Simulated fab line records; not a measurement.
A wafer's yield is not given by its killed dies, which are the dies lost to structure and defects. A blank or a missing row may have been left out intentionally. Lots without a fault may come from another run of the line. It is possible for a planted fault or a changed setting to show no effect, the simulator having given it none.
What tool caused it? | flow berkeley cmos170 | 18 wafers from 6 lots sampled at 3 of the route's 331 steps

== WHAT THE GAUGES SHOWED, per wafer ==
UCB170_NSD_CD_MEAS_06 targets a cd of 1200 nm.
lot  | measured     | on        | cd nm (nm)
L532 | day 7 04:52  | cd sem-01 | 1199.6 1199.2 1200.9
L536 | day 7 15:59  | cd sem-01 | - - -
L541 | day 8 17:42  | cd sem-01 | 1200.5 1198.4 1199.4
L544 | day 9 07:59  | cd sem-01 | 1199.3 1199.4 1198.2
L550 | day 10 10:50 | cd sem-02 | 1200.2 1200.8 1200.6
L552 | day 10 19:22 | cd sem-01 | 1199.0 1199.3 1199.0

== EACH LOT AND THE TOOL THAT RAN IT (in order: tool; ch and the chambers of the sampled wafers; start) ==
lot  | UCB170_SPACER_ETCHBACK_03          | UCB170_NSD_EXPOSE_03
L532 | rie diel-02 ch 1,2,3, day 7 01:14  | krf scanner-02 ch 0, day 7 04:28
L536 | rie diel-01 ch 2,3, day 7 13:10    | krf scanner-01 ch 0, day 7 15:21
L541 | rie diel-01 ch 0,1,3, day 8 14:36  | krf scanner-01 ch 0, day 8 16:59
L544 | rie diel-02 ch 1,2, day 9 04:16    | krf scanner-01 ch 0, day 9 07:34
L550 | rie diel-03 ch 0,2,3, day 10 06:56 | krf scanner-01 ch 0, day 10 10:22
L552 | rie diel-02 ch 0,3, day 10 14:13   | krf scanner-02 ch 0, day 10 18:44
- UCB170_SPACER_ETCHBACK_03: etches SiO2 in CHF3/CF4/Ar, stops on Si, target depth 376 nm, time 100 s.
- UCB170_NSD_EXPOSE_03: exposes mask NSELECT MOD, target cd 1200 nm.

== THE ANSWER, worked out from the rows above alone ==
Rule: what is usual is taken from the lots themselves. The widest of any qualifying gaps counts: lots, ordered by their means at a reading, are off when they make up no more than a third of the lots, leave a main group of 4 or more, and stand apart from it by 3 or more times the standard deviation of that group's means. A main group is skipped when, at the precision printed for the reading in the tables above, its means are all equal. A lot without any number at a reading at which 4 lots or more have one is off too. The other lots that the step has rows for count as sound.
Off, at UCB170_NSD_CD_MEAS_06 on cd nm: L536. Without a number there: L536. The main group: mean 1199.6 nm, standard deviation 0.57.
If a tool, at a process step before that reading, ran all the lots that are off and no sound lot after the first of them, it fits. Those tools and the gauges at UCB170_NSD_CD_MEAS_06 are tried in the same way. Of those tried, none fits.

== WHAT WAS PUT IN BY THE SIMULATOR ==
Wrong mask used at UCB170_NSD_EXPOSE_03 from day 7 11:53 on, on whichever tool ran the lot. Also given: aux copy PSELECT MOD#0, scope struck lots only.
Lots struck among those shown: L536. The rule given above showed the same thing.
